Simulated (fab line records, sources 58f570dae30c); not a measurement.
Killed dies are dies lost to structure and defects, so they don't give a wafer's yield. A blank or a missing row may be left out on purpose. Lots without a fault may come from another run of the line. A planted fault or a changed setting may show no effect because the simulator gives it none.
fab line records | flow berkeley_cmos170
record lots=5 wafers=15 last_day=11
route steps=331 shown ACTIVE@68 PFIELD@79 FIELD@89 SACOX@97 SCREENOX@100 NVT@104
lots that met no fault: from a run of the same line without faults
start_h: hours from the record's first day to the start of the lot's first wafer shown | wait_h: hours since the lot's step before | " the same as in the row above | L1.1+2: a row that stands for several wafers | - no value, or no start given | * or withheld: withheld | < > ~ a bound
route shown NAME@n: a module of which the file shows steps, and the number in the route of the first | usual: mean/standard deviation of fault-free wafers | same: alike in all rows | chamber/n: place in a boat | sites: the reading at each site | _std_site: their standard deviation | _edge_site: outer sites' mean less inner sites' | radius_mm: how far each site lies from the wafer's centre | mask NAME#n: copy n | behind: the tool/chamber that last shaped the wafer | hold: why the lot was held/for how many hours/how that ended | device: the transistor (n, p or np) that didn't switch | end of line: the same wafers' tests at the end of the route | a step without rows: its recipe alone | killed: dies lost to structure and defects at the first sort, not the wafer's yield | map: a wafer's dies, x killed, . not, _ none there
set.NAME: the setting as run; set.NAME@STEP: as run at that earlier step | model.NAME: the simulator's own value behind a step, which no gauge read
lots at some steps of the route; a table a step, a row a wafer
services: from which hour (start_h, from the record's first day; less than 0 if before it) a tool's chamber was out of use, for how many hours, and why
## steps
# step UCB170_ACTIVE_COAT_08
# recipe resist=KrF spin_rpm=1500 resist_thk_nm=900
# columns lot.wafer tool chamber start_h wait_h
L077.1+2+6 litho_track-02 0 93.08 0.1
L079.3+5+6 litho_track-02 0 98.99 0.1
L082.1+4+5 litho_track-03 0 108.95 0.1
L086.1+2+4 litho_track-03 0 126.08 0.1
L093.2+3+6 litho_track-04 0 173.27 0.1
# step UCB170_ACTIVE_SOFTBAKE_09
# recipe resist=KrF temp_c=130 time_s=60.94
# usual plate_sensor_t_centre_C=131.41/0.01 plate_sensor_t_edge_C=131.53/0.01 softbake_temp_c=130.01/0.14
# columns lot.wafer tool chamber start_h wait_h plate_sensor_t_centre_C plate_sensor_t_edge_C softbake_temp_c
L077.1 litho_track-02 0 93.23 0.1 131.42 131.53 129.79
L077.2 " 0 " " 131.41 131.53 130.11
L077.6 " 0 " " 131.42 131.53 129.97
L079.3 litho_track-02 0 99.14 0.1 131.42 131.54 130.25
L079.5 " 0 " " 131.41 131.53 130.02
L079.6 " 0 " " 131.42 131.54 130.02
L082.1 litho_track-03 0 109.10 0.1 131.39 131.55 130.05
L082.4 " 0 " " 131.42 131.54 130.05
L082.5 " 0 " " 131.4 131.54 129.98
L086.1 litho_track-03 0 126.23 0.1 131.41 131.53 130.39
L086.2 " 0 " " 131.4 131.52 130.10
L086.4 " 0 " " 131.41 131.53 130.22
L093.2 litho_track-04 0 173.42 0.1 131.4 131.54 130.11
L093.3 " 0 " " 131.41 131.52 129.99
L093.6 " 0 " " 131.41 131.54 129.86
# step UCB170_ACTIVE_EXPOSE_10
# recipe mask_id=ACTIVE target_cd_nm=1200 na=0.5 sigma_outer=0.6 source_shape=conventional dose_mj=20
# usual exposure_dose_mJ_cm2=19.970/0.019 focus_offset_nm=0.0/0.44
# columns lot.wafer tool chamber start_h wait_h mask exposure_dose_mJ_cm2 focus_offset_nm
L077.1 krf_scanner-02 0 93.50 0.2 ACTIVE#0 19.943 0.2
L077.2 " 0 " " ACTIVE#0 19.959 0.4
L077.6 " 0 " " ACTIVE#0 19.945 0.2
L079.3 krf_scanner-02 0 99.40 0.2 ACTIVE#0 19.992 -0.1
L079.5 " 0 " " ACTIVE#0 19.975 -0.2
L079.6 " 0 " " ACTIVE#0 19.993 0.2
L082.1 krf_scanner-02 0 109.55 0.4 ACTIVE#0 19.966 -0.5
L082.4 " 0 " " ACTIVE#0 19.949 0.3
L082.5 " 0 " " ACTIVE#0 19.971 0.1
L086.1 krf_scanner-01 0 126.50 0.2 ACTIVE#0 19.968 0.3
L086.2 " 0 " " ACTIVE#0 19.964 0.4
L086.4 " 0 " " ACTIVE#0 19.975 -0.1
L093.2 krf_scanner-01 0 173.57 0.1 ACTIVE#0 19.978 -0.2
L093.3 " 0 " " ACTIVE#0 19.978 -0.3
L093.6 " 0 " " ACTIVE#0 19.986 -0.6
# step UCB170_ACTIVE_PEB_11
# recipe peb_temp_c=130 peb_time_s=withheld resist=KrF
# columns lot.wafer tool chamber start_h wait_h
L077.1+2+6 litho_track-02 0 93.62 0.1
L079.3+5+6 litho_track-04 0 100.02 0.6
L082.1+4+5 litho_track-03 0 109.66 0.1
L086.1+2+4 litho_track-04 0 127.28 0.8
L093.2+3+6 litho_track-02 0 174.54 1.0
# step UCB170_ACTIVE_DEVELOP_12
# recipe developer=TMAH develop_time_s=45 resist=KrF dev_temp_c=21
# columns lot.wafer tool chamber start_h wait_h
L077.1+2+6 litho_track-02 0 - -
L079.3+5+6 litho_track-04 0 - -
L082.1+4+5 litho_track-03 0 - -
L086.1+2+4 litho_track-04 0 - -
L093.2+3+6 litho_track-02 0 - -
# step UCB170_ACTIVE_CD_MEAS_13
# recipe target_cd_nm=1200
# usual cd_nm=1199.8/1.4
# columns lot.wafer tool chamber start_h wait_h cd_nm
L077.1 cd_sem-02 - 93.89 - 1199.4
L077.2 " - " " 1198.9
L077.6 " - " " 1198.7
L079.3 cd_sem-02 - 100.28 - 1199.9
L079.5 " - " " 1199.2
L079.6 " - " " 1199.5
L082.1 cd_sem-02 - 109.94 - 1197.6
L082.4 " - " " 1199.7
L082.5 " - " " 1199.0
L086.1 cd_sem-01 - 127.55 - 1201.5
L086.2 " - " " 1201.3
L086.4 " - " " 1199.5
L093.2 cd_sem-01 - 174.81 - 1199.2
L093.3 " - " " 1200.1
L093.6 " - " " 1200.6
# step UCB170_ACTIVE_OVL_MEAS_14
# usual ACTIVE_OVL=2/5.3
# columns lot.wafer tool chamber start_h wait_h ACTIVE_OVL[nm]
L077.1 overlay-02 - 94.01 0.1 10
L077.2 " - " " 0
L077.6 " - " " 2
L079.3 overlay-02 - 100.38 0.1 2
L079.5 " - " " -3
L079.6 " - " " 2
L082.1 overlay-02 - 110.06 0.1 -2
L082.4 " - " " -5
L082.5 " - " " -5
L086.1 overlay-01 - 127.67 0.1 14
L086.2 " - " " 1
L086.4 " - " " 3
L093.2 overlay-01 - 174.92 0.1 -2
L093.3 " - " " -1
L093.6 " - " " 2
# step UCB170_ACTIVE_ETCH_15
# recipe chemistry=CH3F/Ar/O2 target=Si3N4 stop_on=SiO2 CH3F_flow_sccm=20 Ar_flow_sccm=50 O2_flow_sccm=7 pressure_mtorr=50 rf_w=450 target_depth_a=2420 over_etch_frac=0.1 time_s=151
# usual O2_flow_sccm=6.996/0.02 drypump_motor_current_A=5.6/0.4 oes_product_au=0.943/0.016 throttle_valve_pct=8.10/0.11
# columns lot.wafer tool chamber start_h wait_h O2_flow_sccm drypump_motor_current_A oes_product_au rf_hours_counter_h throttle_valve_pct
L077.1 rie_diel-03 1 94.05 0.0 6.976 5.6 0.897 125 8.08
L077.2 " 0 " " 7.030 6.0 0.933 109 8.14
L077.6 " 0 " " 7.019 6.1 0.945 - 8.16
L079.3 rie_diel-01 3 100.40 0.0 6.975 6.0 0.953 38 8.00
L079.5 " 0 " " 7.013 5.6 0.928 - 7.87
L079.6 " 1 " " 6.945 5.7 0.953 - 8.03
L082.1 rie_diel-03 1 110.09 0.0 6.991 5.6 0.920 125 8.08
L082.4 " 0 " " 7.012 6.1 0.938 110 8.14
L082.5 " 3 " " 6.992 5.6 0.954 - 8.14
L086.1 rie_diel-03 3 127.71 0.0 6.973 5.6 0.942 40 8.11
L086.2 " 0 " " 7.002 6.1 0.938 110 8.15
L086.4 " 1 " " 6.992 5.6 0.907 - 8.07
L093.2 rie_diel-01 3 174.95 0.0 6.987 5.9 0.949 42 8.03
L093.3 " 0 " " 6.985 5.6 0.918 125 7.88
L093.6 " 1 " " 7.010 5.8 0.967 - 8.03
# step UCB170_ACTIVE_STRIP_16
# recipe chemistry=O2 power_w=400 pressure_mtorr=3500 platen_temp_c=withheld o2_flow_sccm=400 overash_fraction=0.5
# usual drypump_motor_current_A=5.5/0.45 oes_product_au=0.721/0.0048 strip_time_to_endpoint_s=18.04/0.072
# columns lot.wafer tool chamber start_h wait_h drypump_motor_current_A oes_product_au rf_hours_counter_h strip_time_to_endpoint_s
L077.1 plasma_asher-01 0 94.15 0.1 5.5 0.712 38 17.98
L077.2 " 1 " " 4.8 0.722 38 17.97
L077.6 " 1 " " 4.8 0.723 - 18.00
L079.3 plasma_asher-03 1 100.53 0.1 5.2 0.722 - 18.16
L079.5 " 1 " " 5.1 0.721 - 18.15
L079.6 " 0 " " 6.3 0.722 - 18.18
L082.1 plasma_asher-03 1 110.23 0.1 5.2 0.716 32 18.08
L082.4 " 0 " " 6.3 0.723 - 18.06
L082.5 " 1 " " 5.2 0.722 - 18.07
L086.1 plasma_asher-04 1 127.81 0.1 5.7 0.715 1 17.93
L086.2 " 0 " " 5.4 0.728 1 17.82
L086.4 " 1 " " 5.7 0.721 - 17.85
L093.2 plasma_asher-01 0 175.05 0.1 5.5 0.718 43 18.03
L093.3 " 1 " " 4.8 0.721 - 17.98
L093.6 " 0 " " 5.5 0.723 - 18.14
# step UCB170_ACTIVE_CD_MEAS_90
# recipe target_cd_nm=1200
# usual cd_nm=1199.8/1.4
# columns lot.wafer tool chamber start_h wait_h cd_nm
L077.1 cd_sem-02 - 94.29 0.1 1199.8
L077.2 " - " " 1199.3
L077.6 " - " " 1198.9
L079.3 cd_sem-01 - 100.64 0.1 1199.9
L079.5 " - " " 1199.1
L079.6 " - " " 1199.4
L082.1 cd_sem-02 - 110.33 0.1 1198.3
L082.4 " - " " 1199.8
L082.5 " - " " 1198.9
L086.1 cd_sem-01 - 127.95 0.1 1201.4
L086.2 " - " " 1201.1
L086.4 " - " " 1199.2
L093.2 cd_sem-01 - 175.17 0.1 1199.1
L093.3 " - " " 1199.9
L093.6 " - " " 1200.7
# step UCB170_ACTIVE_CLEAN_17
# recipe chemistry=SPM temp_c=120 time_s=600
# columns lot.wafer tool chamber start_h wait_h
L077.1+2+6 wet_bench-04 3 94.41 0.1
L079.3+5+6 wet_bench-02 1 100.72 0.1
L082.1+4+5 wet_bench-02 3 110.50 0.2
L086.1+2+4 wet_bench-01 0 130.03 2.1
L093.2+3+6 wet_bench-04 3 175.27 0.1
# step UCB170_PFIELD_HMDS_00
# recipe prime_time_s=60 prime_temp_c=100
# columns lot.wafer tool chamber start_h wait_h
L077.1+2+6 litho_track-01 0 95.07 0.5
L079.3+5+6 litho_track-02 0 101.46 0.5
L082.1+4+5 litho_track-02 0 111.31 0.6
L086.1+2+4 litho_track-02 0 130.46 0.3
L093.2+3+6 litho_track-02 0 176.09 0.6
# step UCB170_PFIELD_COAT_01
# recipe resist=KrF spin_rpm=1500 resist_thk_nm=900
# columns lot.wafer tool chamber start_h wait_h
L077.1+2+6 litho_track-01 0 95.22 0.1
L079.3+5+6 litho_track-02 0 101.61 0.1
L082.1+4+5 litho_track-02 0 111.46 0.1
L086.1+2+4 litho_track-02 0 130.61 0.1
L093.2+3+6 litho_track-02 0 176.24 0.1
# step UCB170_PFIELD_SOFTBAKE_02
# recipe resist=KrF temp_c=129.2 time_s=60
# columns lot.wafer tool chamber start_h wait_h
L077.1+2+6 litho_track-01 0 95.37 0.1
L079.3+5+6 litho_track-02 0 101.76 0.1
L082.1+4+5 litho_track-02 0 111.61 0.1
L086.1+2+4 litho_track-02 0 130.76 0.1
L093.2+3+6 litho_track-02 0 176.39 0.1
# step UCB170_PFIELD_EXPOSE_03
# recipe mask_id=PFIELD na=0.5 sigma_outer=0.6 source_shape=conventional target_cd_nm=1500 dose_mj=30
# usual exposure_dose_mJ_cm2=30.003/0.028 focus_offset_nm=-0.1/0.51
# columns lot.wafer tool chamber start_h wait_h mask exposure_dose_mJ_cm2 focus_offset_nm
L077.1 krf_scanner-01 0 95.65 0.2 PFIELD#0 30.018 -1.1
L077.2 " 0 " " PFIELD#0 30.039 -0.4
L077.6 " 0 " " PFIELD#0 30.020 -1.4
L079.3 krf_scanner-02 0 101.90 0.1 PFIELD#0 29.983 0.3
L079.5 " 0 " " PFIELD#0 29.987 -0.5
L079.6 " 0 " " PFIELD#0 30.041 -0.4
L082.1 krf_scanner-02 0 111.89 0.2 PFIELD#0 29.997 0.5
L082.4 " 0 " " PFIELD#0 29.989 0.4
L082.5 " 0 " " PFIELD#0 30.009 0.1
L086.1 krf_scanner-01 0 131.04 0.2 PFIELD#0 30.024 -0.2
L086.2 " 0 " " PFIELD#0 30.044 -1.0
L086.4 " 0 " " PFIELD#0 30.058 0.1
L093.2 krf_scanner-02 0 176.66 0.2 PFIELD#0 30.001 0.0
L093.3 " 0 " " PFIELD#0 30.021 -0.6
L093.6 " 0 " " PFIELD#0 29.975 -0.4
# step UCB170_PFIELD_PEB_04
# recipe peb_temp_c=130 peb_time_s=withheld resist=KrF
# columns lot.wafer tool chamber start_h wait_h
L077.1+2+6 litho_track-02 0 96.39 0.7
L079.3+5+6 litho_track-02 0 102.36 0.4
L082.1+4+5 litho_track-04 0 112.29 0.4
L086.1+2+4 litho_track-04 0 131.15 0.1
L093.2+3+6 litho_track-02 0 177.44 0.8
# step UCB170_PFIELD_DEVELOP_05
# recipe developer=TMAH develop_time_s=45 resist=KrF dev_temp_c=21
# columns lot.wafer tool chamber start_h wait_h
L077.1+2+6 litho_track-02 0 - -
L079.3+5+6 litho_track-02 0 - -
L082.1+4+5 litho_track-04 0 - -
L086.1+2+4 litho_track-04 0 - -
L093.2+3+6 litho_track-02 0 - -
# step UCB170_PFIELD_OVL_MEAS_06
# usual PFIELD_OVL=0/5.4
# columns lot.wafer tool chamber start_h wait_h PFIELD_OVL[nm]
L077.1 overlay-02 - 96.67 - -2
L077.2 " - " " 8
L077.6 " - " " 2
L079.3 overlay-02 - 102.60 - -3
L079.5 " - " " -2
L079.6 " - " " -4
L082.1 overlay-02 - 112.57 - 2
L082.4 " - " " -2
L082.5 " - " " 1
L086.1 overlay-01 - 131.43 - 1
L086.2 " - " " 6
L086.4 " - " " -1
L093.2 overlay-01 - 177.70 - 5
L093.3 " - " " -1
L093.6 " - " " 0
# step UCB170_PFIELD_IMPLANT_07
# recipe species=B dose_cm2=2e+13 energy_kev=80 tilt_deg=7
# usual end_station_pressure_torr=5.1e-06/2.3e-07
# columns lot.wafer tool chamber start_h wait_h end_station_pressure_torr
L077.1 implanter-03 0 96.70 0.0 5.18e-06
L077.2 " 0 " " 5.17e-06
L077.6 " 0 " " 5.14e-06
L079.3 implanter-03 0 102.67 0.1 5.02e-06
L079.5 " 0 " " 5e-06
L079.6 " 0 " " 5.21e-06
L082.1 implanter-02 0 112.61 0.0 4.79e-06
L082.4 " 0 " " 4.98e-06
L082.5 " 0 " " 4.91e-06
L086.1 implanter-04 0 131.46 0.0 5.01e-06
L086.2 " 0 " " 5.54e-06
L086.4 " 0 " " 5.41e-06
L093.2 implanter-03 0 177.75 0.0 5.34e-06
L093.3 " 0 " " 5.03e-06
L093.6 " 0 " " 5.2e-06
# step UCB170_PFIELD_STRIP_08
# recipe chemistry=O2 power_w=400 pressure_mtorr=3500 platen_temp_c=withheld o2_flow_sccm=400 overash_fraction=0.5
# usual drypump_motor_current_A=5.6/0.64 oes_product_au=0.734/0.0045 strip_time_to_endpoint_s=21.63/0.068
# columns lot.wafer tool chamber start_h wait_h drypump_motor_current_A oes_product_au rf_hours_counter_h strip_time_to_endpoint_s
L077.1 plasma_asher-01 0 96.85 0.1 5.5 0.738 38 21.76
L077.2 " 1 " " 4.8 0.740 38 21.70
L077.6 " 0 " " 5.5 0.730 - 21.76
L079.3 plasma_asher-02 0 102.80 0.1 6.4 0.738 - 21.72
L079.5 " 1 " " 4.9 0.738 - 21.68
L079.6 " 0 " " 6.4 0.734 - 21.61
L082.1 plasma_asher-02 1 112.76 0.1 4.9 0.735 44 21.61
L082.4 " 0 " " 6.4 0.735 - 21.61
L082.5 " 0 " " 6.4 0.736 - 21.51
L086.1 plasma_asher-02 0 131.61 0.1 6.4 0.737 48 21.61
L086.2 " 1 " " 4.9 0.730 48 21.62
L086.4 " 0 " " 6.4 0.737 - 21.66
L093.2 plasma_asher-01 1 177.88 0.1 4.8 0.733 44 21.64
L093.3 " 1 " " 4.8 0.737 - 21.64
L093.6 " 0 " " 5.5 0.731 - 21.66
# step UCB170_PFIELD_TW_MEAS_09
# usual PFIELD_TW=601/9
# columns lot.wafer tool chamber start_h wait_h PFIELD_TW
L077.1 film_metro-04 - 96.95 0.1 599
L077.2 " - " " 601
L077.6 " - " " 602
L079.3 film_metro-04 - 102.89 0.1 604
L079.5 " - " " 603
L079.6 " - " " 603
L082.1 film_metro-04 - 112.86 0.1 601
L082.4 " - " " 603
L082.5 " - " " 602
L086.1 film_metro-01 - 131.71 0.1 593
L086.2 " - " " 591
L086.4 " - " " 589
L093.2 film_metro-03 - 177.99 0.1 608
L093.3 " - " " 606
L093.6 " - " " 609
# step UCB170_FIELD_CLEAN_00
# recipe chemistry=dHF dilution=25:1 time_s=7.5
# columns lot.wafer tool chamber start_h wait_h
L077.1+2+6 wet_bench-02 2 97.17 0.2
L079.3+5+6 wet_bench-03 1 102.93 0.0
L082.1+4+5 wet_bench-02 3 112.92 0.1
L086.1+2+4 wet_bench-03 2 131.77 0.1
L093.2+3+6 wet_bench-03 2 178.04 0.0
# step UCB170_FIELD_OXIDATION_01
# recipe temp_c=1000 ambient=H2O p_h2o_torr=584.62 target_thk_a=5583 ox_time_s=7200
# columns lot.wafer tool chamber start_h wait_h
L077.1+2+6 furnace-03 0 99.65 2.5
L079.3+5+6 furnace-03 0 105.49 2.5
L082.1+4+5 furnace-01 0 114.51 1.6
L086.1+2+4 furnace-01 0 134.50 2.7
L093.2+3+6 furnace-04 0 180.29 2.2
# step UCB170_FIELD_THK_MEAS_02
# recipe reads=SiO2_of_FIELD_OXIDATION_01
# usual FIELD_OXIDE_THK=563/11
# columns lot.wafer tool chamber start_h wait_h FIELD_OXIDE_THK[nm]
L077.1 film_metro-02 - 102.65 0.0 555
L077.2 " - " " 555
L077.6 " - " " 549
L079.3 film_metro-01 - 108.51 0.0 544
L079.5 " - " " 544
L079.6 " - " " 546
L082.1 film_metro-02 - 117.51 0.0 552
L082.4 " - " " 547
L082.5 " - " " 552
L086.1 film_metro-02 - 137.50 0.0 583
L086.2 " - " " 573
L086.4 " - " " 591
L093.2 film_metro-04 - 183.30 0.0 567
L093.3 " - " " 562
L093.6 " - " " 569
# step UCB170_FIELD_ANNEAL_03
# recipe temp_c=1000 time_s=1200 ambient=N2
# columns lot.wafer tool chamber start_h wait_h
L077.1+2+6 furnace-01 0 105.23 2.6
L079.3+5+6 furnace-04 0 109.79 1.3
L082.1+4+5 furnace-03 0 119.65 2.1
L086.1+2+4 furnace-04 0 139.31 1.8
L093.2+3+6 furnace-04 0 184.79 1.5
# step UCB170_FIELD_WET_ETCH_04
# recipe chemistry=dHF dilution=10:1 target=SiO2 temp_c=25 time_s=60
# columns lot.wafer tool chamber start_h wait_h
L077.1+2+6 wet_bench-03 0 106.71 0.2
L079.3+5+6 wet_bench-01 3 111.13 0.0
L082.1+4+5 wet_bench-03 1 120.99 0.0
L086.1+2+4 wet_bench-03 0 140.72 0.1
L093.2+3+6 wet_bench-03 1 186.13 0.0
# step UCB170_FIELD_WET_ETCH_05
# recipe chemistry=H3PO4 target=Si3N4 temp_c=160 time_s=12600
# columns lot.wafer tool chamber start_h wait_h
L077.1+2+6 wet_bench-03 2 106.74 0.0
L079.3+5+6 wet_bench-03 2 111.16 0.0
L082.1+4+5 wet_bench-03 0 121.01 0.0
L086.1+2+4 wet_bench-03 0 140.74 0.0
L093.2+3+6 wet_bench-03 3 186.16 0.0
# step UCB170_FIELD_WET_ETCH_06
# recipe chemistry=BOE dilution=5:1 target=SiO2 temp_c=25 time_s=22
# columns lot.wafer tool chamber start_h wait_h
L077.1+2+6 wet_bench-03 2 110.42 0.2
L079.3+5+6 wet_bench-01 0 114.66 0.0
L082.1+4+5 wet_bench-01 1 124.67 0.2
L086.1+2+4 wet_bench-03 2 144.57 0.0
L093.2+3+6 wet_bench-01 0 189.67 0.0
# step UCB170_FIELD_THK_MEAS_90
# recipe reads=SiO2_of_FIELD_OXIDATION_01
# usual FIELD_OXIDE_LEFT_1_THK=446/11
# columns lot.wafer tool chamber start_h wait_h FIELD_OXIDE_LEFT_1_THK[nm]
L077.1 film_metro-01 - 110.51 0.1 438
L077.2 " - " " 439
L077.6 " - " " 432
L079.3 film_metro-04 - 114.70 0.0 427
L079.5 " - " " 426
L079.6 " - " " 429
L082.1 film_metro-04 - 124.69 0.0 434
L082.4 " - " " 430
L082.5 " - " " 434
L086.1 film_metro-02 - 144.59 0.0 466
L086.2 " - " " 456
L086.4 " - " " 473
L093.2 film_metro-04 - 189.71 0.0 449
L093.3 " - " " 444
L093.6 " - " " 452
# step UCB170_SACOX_CLEAN_00
# recipe chemistry=dHF dilution=25:1 time_s=7.5
# columns lot.wafer tool chamber start_h wait_h
L077.1+2+6 wet_bench-03 0 110.61 0.1
L079.3+5+6 wet_bench-04 3 114.74 0.0
L082.1+4+5 wet_bench-03 0 124.75 0.1
L086.1+2+4 wet_bench-03 3 144.65 0.1
L093.2+3+6 wet_bench-02 3 189.78 0.1
# step UCB170_SACOX_OXIDATION_01
# recipe temp_c=900 ambient=O2 target_thk_a=144 ox_time_s=2400
# columns lot.wafer tool chamber start_h wait_h
L077.1+2+6 furnace-03 0 112.40 1.8
L079.3+5+6 furnace-02 0 116.32 1.6
L082.1+4+5 furnace-02 0 124.77 0.0
L086.1+2+4 furnace-01 0 146.45 1.8
L093.2+3+6 furnace-01 0 192.50 2.7
# step UCB170_SACOX_THK_MEAS_02
# recipe reads=SiO2_of_SACOX_OXIDATION_01
# usual SACOX_OXIDE_THK=14.5/0.32
# columns lot.wafer tool chamber start_h wait_h SACOX_OXIDE_THK[nm]
L077.1 film_metro-03 - 114.07 0.0 14.8
L077.2 " - " " 14.8
L077.6 " - " " 14.4
L079.3 film_metro-02 - 118.07 0.1 14.5
L079.5 " - " " 14.6
L079.6 " - " " 14.6
L082.1 film_metro-01 - 126.44 0.0 14.8
L082.4 " - " " 14.7
L082.5 " - " " 14.6
L086.1 film_metro-02 - 148.17 0.0 14.6
L086.2 " - " " 14.4
L086.4 " - " " 14.4
L093.2 film_metro-01 - 194.18 0.0 15.2
L093.3 " - " " 15.2
L093.6 " - " " 15.3
# step UCB170_SCREENOX_WET_ETCH_00
# recipe chemistry=dHF dilution=25:1 target=SiO2 temp_c=25 time_s=200
# columns lot.wafer tool chamber start_h wait_h
L077.1+2+6 wet_bench-01 3 114.32 0.2
L079.3+5+6 wet_bench-03 2 118.12 0.0
L082.1+4+5 wet_bench-03 1 126.50 0.1
L086.1+2+4 wet_bench-04 3 148.30 0.1
L093.2+3+6 wet_bench-03 0 194.23 0.0
# step UCB170_SCREENOX_OXIDATION_01
# recipe temp_c=900 ambient=O2 target_thk_a=144 ox_time_s=2400
# columns lot.wafer tool chamber start_h wait_h
L077.1+2+6 furnace-02 0 114.66 0.3
L079.3+5+6 furnace-04 0 119.98 1.8
L082.1+4+5 furnace-02 0 127.94 1.4
L086.1+2+4 furnace-02 0 150.67 2.3
L093.2+3+6 furnace-02 0 198.34 4.0
# step UCB170_SCREENOX_THK_MEAS_02
# recipe reads=SiO2_of_SCREENOX_OXIDATION_01
# usual SCREENOX_OXIDE_THK=14.38/0.24
# columns lot.wafer tool chamber start_h wait_h SCREENOX_OXIDE_THK[nm]
L077.1 film_metro-04 - 116.32 0.0 14.58
L077.2 " - " " 14.22
L077.6 " - " " 14.54
L079.3 film_metro-03 - 121.66 0.0 13.95
L079.5 " - " " 14.33
L079.6 " - " " 14.18
L082.1 film_metro-02 - 129.61 0.0 14.60
L082.4 " - " " 14.18
L082.5 " - " " 14.48
L086.1 film_metro-02 - 152.39 0.1 14.37
L086.2 " - " " 14.33
L086.4 " - " " 14.47
L093.2 film_metro-02 - 200.01 0.0 14.33
L093.3 " - " " 14.48
L093.6 " - " " 14.32
# step UCB170_SCREENOX_ANNEAL_03
# recipe temp_c=900 time_s=900 ambient=N2
# columns lot.wafer tool chamber start_h wait_h
L077.1+2+6 furnace-04 0 118.73 2.4
L079.3+5+6 furnace-01 0 121.70 0.0
L082.1+4+5 furnace-04 0 131.98 2.4
L086.1+2+4 furnace-01 0 153.72 1.3
L093.2+3+6 furnace-04 0 202.71 2.7
# step UCB170_NVT_HMDS_00
# recipe prime_time_s=60 prime_temp_c=100
# columns lot.wafer tool chamber start_h wait_h
L077.1+2+6 litho_track-02 0 120.17 0.2
L079.3+5+6 litho_track-02 0 123.35 0.4
L082.1+4+5 litho_track-01 0 133.23 0.0
L086.1+2+4 litho_track-01 0 154.97 0.0
L093.2+3+6 litho_track-02 0 203.99 0.0
# step UCB170_NVT_COAT_01
# recipe resist=KrF spin_rpm=1500 resist_thk_nm=900
# columns lot.wafer tool chamber start_h wait_h
L077.1+2+6 litho_track-02 0 120.32 0.1
L079.3+5+6 litho_track-02 0 123.50 0.1
L082.1+4+5 litho_track-01 0 133.38 0.1
L086.1+2+4 litho_track-01 0 155.12 0.1
L093.2+3+6 litho_track-02 0 204.14 0.1
# step UCB170_NVT_SOFTBAKE_02
# recipe resist=KrF temp_c=130 time_s=60
# columns lot.wafer tool chamber start_h wait_h
L077.1+2+6 litho_track-02 0 120.47 0.1
L079.3+5+6 litho_track-02 0 123.65 0.1
L082.1+4+5 litho_track-01 0 133.53 0.1
L086.1+2+4 litho_track-01 0 155.27 0.1
L093.2+3+6 litho_track-02 0 204.29 0.1
# step UCB170_NVT_EXPOSE_03
# recipe mask_id=PWELL target_cd_nm=3000 na=0.5 sigma_outer=0.6 source_shape=conventional dose_mj=30
# usual exposure_dose_mJ_cm2=29.991/0.029 focus_offset_nm=-0.1/0.48
# columns lot.wafer tool chamber start_h wait_h mask exposure_dose_mJ_cm2 focus_offset_nm
L077.1 krf_scanner-01 0 120.98 0.5 PWELL#0 30.009 0.5
L077.2 " 0 " " PWELL#0 29.996 -0.3
L077.6 " 0 " " PWELL#0 29.995 0.2
L079.3 krf_scanner-01 0 123.91 0.2 PWELL#0 29.956 0.4
L079.5 " 0 " " PWELL#0 30.001 0.4
L079.6 " 0 " " PWELL#0 29.958 -0.1
L082.1 krf_scanner-01 0 133.79 0.2 PWELL#0 29.959 -0.3
L082.4 " 0 " " PWELL#0 29.988 0.3
L082.5 " 0 " " PWELL#0 29.949 0.1
L086.1 krf_scanner-02 0 155.66 0.4 PWELL#0 29.979 0.7
L086.2 " 0 " " PWELL#0 29.954 -0.2
L086.4 " 0 " " PWELL#0 29.957 0.2
L093.2 krf_scanner-02 0 204.43 0.1 PWELL#0 30.000 -0.3
L093.3 " 0 " " PWELL#0 30.006 0.3
L093.6 " 0 " " PWELL#0 29.991 0.0
# step UCB170_NVT_PEB_04
# recipe peb_temp_c=130 peb_time_s=withheld resist=KrF
# columns lot.wafer tool chamber start_h wait_h
L077.1+2+6 litho_track-03 0 121.10 0.1
L079.3+5+6 litho_track-02 0 124.90 1.0
L082.1+4+5 litho_track-02 0 134.58 0.8
L086.1+2+4 litho_track-03 0 156.35 0.7
L093.2+3+6 litho_track-02 0 204.56 0.1
# step UCB170_NVT_DEVELOP_05
# recipe developer=TMAH develop_time_s=45 resist=KrF dev_temp_c=21
# columns lot.wafer tool chamber start_h wait_h
L077.1+2+6 litho_track-03 0 - -
L079.3+5+6 litho_track-02 0 - -
L082.1+4+5 litho_track-02 0 - -
L086.1+2+4 litho_track-03 0 - -
L093.2+3+6 litho_track-02 0 - -
# step UCB170_NVT_OVL_MEAS_06
# usual NVT_OVL=0/5.6
# columns lot.wafer tool chamber start_h wait_h NVT_OVL[nm]
L077.1 overlay-02 - 121.38 - -1
L077.2 " - " " 0
L077.6 " - " " 4
L079.3 overlay-01 - 125.14 - 6
L079.5 " - " " 0
L079.6 " - " " 3
L082.1 overlay-01 - 134.85 - 2
L082.4 " - " " 9
L082.5 " - " " 10
L086.1 overlay-01 - 156.63 - -4
L086.2 " - " " -2
L086.4 " - " " -6
L093.2 overlay-01 - 204.81 - 0
L093.3 " - " " -2
L093.6 " - " " -2
# step UCB170_NVT_IMPLANT_07
# recipe species=BF2 dose_cm2=3.036e+12 energy_kev=50 tilt_deg=7
# usual end_station_pressure_torr=5.03e-06/2.7e-07
# columns lot.wafer tool chamber start_h wait_h end_station_pressure_torr
L077.1 implanter-01 0 121.41 0.0 5.37e-06
L077.2 " 0 " " 5.11e-06
L077.6 " 0 " " 5.01e-06
L079.3 implanter-04 0 125.22 0.1 4.96e-06
L079.5 " 0 " " 4.6e-06
L079.6 " 0 " " 4.81e-06
L082.1 implanter-04 0 134.89 0.0 4.96e-06
L082.4 " 0 " " 5.33e-06
L082.5 " 0 " " 4.75e-06
L086.1 implanter-03 0 156.67 0.0 5.68e-06
L086.2 " 0 " " 4.32e-06
L086.4 " 0 " " 5.29e-06
L093.2 implanter-04 0 204.87 0.0 5.07e-06
L093.3 " 0 " " 5.08e-06
L093.6 " 0 " " 5.33e-06
## services
# columns tool chamber start_h hours kind
krf_scanner-02 - 71.10 8.7 repair
krf_scanner-02 - 79.77 1.0 pm
krf_scanner-01 - 88.05 0.5 repair
implanter-04 - 90.38 2.6 pm
plasma_asher-01 - 100.47 28.1 pm
krf_scanner-02 - 116.47 4.0 pm
rie_diel-03 2 125.00 7.5 repair
rie_diel-01 - 139.84 1.0 repair
krf_scanner-02 - 141.03 1.3 pm
plasma_asher-01 - 146.76 3.8 repair
krf_scanner-02 - 151.85 0.8 pm
krf_scanner-01 - 155.25 4.4 pm
implanter-03 - 162.80 3.4 pm
plasma_asher-01 - 164.80 3.3 repair
plasma_asher-02 - 167.53 0.4 repair
rie_diel-03 3 169.67 10.1 repair
furnace-02 - 171.68 3.5 pm
implanter-03 - 179.91 9.9 repair
rie_diel-03 3 180.94 9.5 repair
krf_scanner-01 - 189.93 1.0 pm
implanter-04 - 191.36 3.2 pm
plasma_asher-02 - 191.46 2.1 repair
krf_scanner-02 - 192.49 1.0 repair
rie_diel-03 - 197.09 3.0 repair
## key
fault none
